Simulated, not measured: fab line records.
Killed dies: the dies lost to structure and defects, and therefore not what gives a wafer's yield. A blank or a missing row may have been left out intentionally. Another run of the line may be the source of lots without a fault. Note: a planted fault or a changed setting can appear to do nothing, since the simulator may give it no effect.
Chamber matching + flow berkeley-cmos170 + UCB170_V2_CMP_02 on cmp-02 has 4 sister chambers
The step polishes SiO2. 18 wafers are shown with their chamber, then 9 later ones without.

## EACH WAFER AND ITS CHAMBER
| wafer  | chamber | motor-current-A (A) | edge-zone-pressure-frac | head-pressure-psi (psi) |
|--------|---------|---------------------|-------------------------|-------------------------|
| L430.3 | 0       | 15.0                | 0.996                   | 6.013                   |
| L430.5 | 0       | 14.4                | 1.001                   | 6.015                   |
| L430.6 | 3       | 16.2                | 0.996                   | 6.012                   |
| L433.2 | 0       | 14.3                | 0.997                   | 6.003                   |
| L433.5 | 3       | 15.8                | 1.001                   | 5.996                   |
| L433.6 | 0       | 14.2                | 0.991                   | 6.024                   |
| L437.3 | 3       | 16.5                | 1.006                   | 5.976                   |
| L437.4 | 0       | 14.6                | 0.997                   | 6.014                   |
| L437.6 | 1       | 15.3                | 1.002                   | 6.028                   |
| L436.1 | 0       | 14.4                | 1.000                   | 5.995                   |
| L436.2 | 2       | 14.9                | 1.002                   | 5.988                   |
| L436.6 | 2       | 15.3                | 1.004                   | 5.983                   |
| L438.3 | 3       | 15.1                | 1.000                   | 5.985                   |
| L438.4 | 1       | 16.0                | 1.002                   | 6.004                   |
| L438.5 | 1       | 15.6                | 1.003                   | 5.991                   |
| L440.2 | 1       | 15.9                | 0.999                   | 6.005                   |
| L440.5 | 3       | 15.5                | 0.991                   | 6.007                   |
| L440.6 | 2       | 15.2                | 1.002                   | 5.997                   |

SIGNATURES (means of the wafers above)
| reading                 | chamber 0 | chamber 1 | chamber 2 | chamber 3 | scatter within a chamber |
|-------------------------|-----------|-----------|-----------|-----------|--------------------------|
| motor-current-A         | 14.483    | 15.700    | 15.133    | 15.820    | 0.38                     |
| edge-zone-pressure-frac | 0.99700   | 1.00150   | 1.00267   | 0.99880   | 0.00378                  |
| head-pressure-psi       | 6.01067   | 6.00700   | 5.98933   | 5.99520   | 0.0126                   |
Rule: for a wafer and a chamber, the distance is found by dividing, reading by reading, the gap between the wafer's reading and the chamber's mean by the reading's scatter, squaring, summing and taking the root. If the next closest chamber is less than 2 further off than the closest, the wafer can't be placed; otherwise it belongs to the closest. How the scatter is found: for the shown wafers, subtract from each reading the mean of its chamber, square and add these, divide the total by (wafers less chambers), then take the root.

## WAFERS WITHOUT THEIR CHAMBER
| wafer  | motor-current-A (A) | edge-zone-pressure-frac | head-pressure-psi (psi) |
|--------|---------------------|-------------------------|-------------------------|
| L445.1 | 15.3                | 0.999                   | 5.986                   |
| L445.5 | 16.6                | 1.005                   | 5.975                   |
| L445.6 | 14.9                | 1.000                   | 6.003                   |
| L444.3 | 15.0                | 0.996                   | 6.000                   |
| L444.5 | 16.4                | 1.004                   | 5.993                   |
| L444.6 | 15.9                | 1.009                   | 6.003                   |
| L448.1 | 16.4                | 1.006                   | 5.996                   |
| L448.2 | 14.4                | 1.001                   | 5.967                   |
| L448.3 | 15.2                | 1.005                   | 6.004                   |

## EACH ONE'S CHAMBER
| wafer  | from the rows above               | in truth |
|--------|-----------------------------------|----------|
| L445.1 | can't be placed: 2 or 3 or 1 or 0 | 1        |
| L445.5 | can't be placed: 3 or 1 or 2      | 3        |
| L445.6 | can't be placed: 2 or 0 or 1 or 3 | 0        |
| L444.3 | can't be placed: 0 or 2 or 3 or 1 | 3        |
| L444.5 | can't be placed: 3 or 1 or 2      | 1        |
| L444.6 | can't be placed: 1 or 3 or 2      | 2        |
| L448.1 | can't be placed: 1 or 3 or 2      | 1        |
| L448.2 | can't be placed: 2 or 0 or 3      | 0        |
| L448.3 | can't be placed: 2 or 1 or 3 or 0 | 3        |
Correctly placed: 0 of 9. These rows do not allow placing 9 (true chamber among the candidates in 9). Wrongly placed: 0.
